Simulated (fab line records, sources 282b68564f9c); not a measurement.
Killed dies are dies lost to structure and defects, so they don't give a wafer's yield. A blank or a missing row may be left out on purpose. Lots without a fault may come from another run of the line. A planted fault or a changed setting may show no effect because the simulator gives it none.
A struck lot beside a sound one | flow rit_cmos | 15 steps out of a route of 202
Sound: wafers L543.4, L543.5, L543.6. Struck: wafers L553.1, L553.4, L553.6. The cause comes at the end.
At each step with rows: each side's tool, then ch and its chambers, then its first start. Under that, the readings that differ: sound wafers | struck wafers | difference of the means | sigmas: that difference in standard deviations of wafers without a fault.
alike: readings whose means differ by less than 2 such deviations, and words and numbers that are the same on both sides. not compared: withheld readings, readings that some wafer has no value for, bounds like >300 that may hide the same value, and numbers for which the record gives no deviation and whose values overlap.
The two part at a step that has a row with sigmas, a row that says differs or no value, or rows on one side only. Numbers that don't overlap but have no deviation are shown without sigmas and don't part them. A reading that every wafer of one side lacks parts them only if that side has two wafers or more.

first, 5 steps without rows for these wafers: RIT_NLDD_COAT_01 (resist thk 1000 nm); RIT_NLDD_SOFTBAKE_02 (time 60 s); RIT_NLDD_EXPOSE_03 (exposes mask M7, target cd 40700 nm); RIT_NLDD_PEB_04; RIT_NLDD_DEVELOP_05 (develop time 47.73 s).
RIT_NLDD_OVL_MEAS_06:
  sound on overlay-02, day 3 23:28; struck on overlay-02, day 6 08:37
  alike: NLDD_OVL
then, 2 steps without rows for these wafers: RIT_NLDD_HARDBAKE_07 (time 60 s); RIT_NLDD_IMPLANT_08.
RIT_NLDD_STRIP_09: strips in O2, time 180 s.
  sound on plasma_asher-02 ch 0,1, day 3 23:51; struck on plasma_asher-01 ch 0, day 6 08:57
  alike: drypump_motor_current_A
  not compared: rf_hours_counter_h
RIT_NLDD_TW_MEAS_10:
  sound on film_metro-02, day 4 00:00; struck on film_metro-04, day 6 09:08
  alike: NLDD_TW
then, 2 steps without rows for these wafers: RIT_PLDD_HMDS_00 (prime time 60 s); RIT_PLDD_COAT_01 (resist thk 1000 nm).
RIT_PLDD_SOFTBAKE_02: time 60 s.
  sound on litho_track-02 ch 0, day 4 00:24; struck on litho_track-02 ch 0, day 6 09:29
  reading                  | sound             | struck            | difference | sigmas
  heater_power_total_W (W) | 34.61 34.56 34.52 | 34.02 33.95 33.99 | -0.58      | -12
  plate_temp_C (C)         | 89.70 89.84 89.79 | 88.80 88.68 88.72 | -1.04      | -8
  alike: exhaust_pa
then, 1 step without rows for these wafers: RIT_PLDD_EXPOSE_03 (exposes mask M8, target cd 40900 nm).
RIT_M1_PROBE_99:
  sound on prober-02, day 4 15:24; struck on prober-02, day 7 01:07
  alike: killed_at_front_end, killed_dies, killed_open, killed_short

WHERE THEY PART
Only at RIT_PLDD_SOFTBAKE_02, within this record. Later steps at which nothing parts them and some readings are alike: RIT_M1_PROBE_99.

WHY: what the simulator had put in
Process parameter drift: litho_track-02, from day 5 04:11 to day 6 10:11, at RIT_PLDD_SOFTBAKE_02. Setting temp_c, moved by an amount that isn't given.
